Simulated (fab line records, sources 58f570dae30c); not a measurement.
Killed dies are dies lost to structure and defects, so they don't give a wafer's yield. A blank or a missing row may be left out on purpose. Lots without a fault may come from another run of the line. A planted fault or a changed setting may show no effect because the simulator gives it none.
Chamber matching | flow berkeley_cmos170 | UCB170_V1_CVD_00 on pecvd-01: 3 sister chambers
The step deposits SiO2 from TEOS/O2, target thk 2000 nm, time 260.8 s. 6 wafers are shown with their chamber, then 7 later ones without.

WAFERS WITH THEIR CHAMBER
wafer  | chamber | heater_power_w (W)
L076.5 | 1       | 229
L076.6 | 2       | 254
L081.4 | 2       | 185
L081.5 | 0       | 273
L088.2 | 1       | 253
L088.3 | 0       | 226

WAFERS WITHOUT THEIR CHAMBER
wafer  | heater_power_w (W)
L088.5 | 315
L091.2 | 258
L091.3 | 286
L091.6 | 223
L090.3 | 189
L090.4 | 227
L090.5 | 266

WHICH CHAMBER EACH WENT THROUGH
wafer  | from the rows above          | in truth
L088.5 | can't be placed: 0 or 1 or 2 | 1
L091.2 | can't be placed: 0 or 1 or 2 | 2
L091.3 | can't be placed: 0 or 1 or 2 | 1
L091.6 | can't be placed: 2 or 1 or 0 | 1
L090.3 | can't be placed: 2 or 1 or 0 | 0
L090.4 | can't be placed: 2 or 1 or 0 | 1
L090.5 | can't be placed: 0 or 1 or 2 | 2
Placed correctly: 0 of 7. Can't be placed from these rows: 7 (the true chamber is among the candidates in 7). Placed wrongly: 0.
How it was worked out, from the rows above alone: a wafer's distance from a chamber is the root of the sum, over the readings, of the square of ((its reading less the chamber's mean) divided by the reading's scatter). The wafer belongs to the nearest chamber; if the next one is less than 2 further off, it can't be placed. A chamber's mean is the mean of its shown wafers. The scatter: the root of (the sum of the squares of (reading less its chamber's mean) over the shown wafers, divided by (wafers less chambers)).
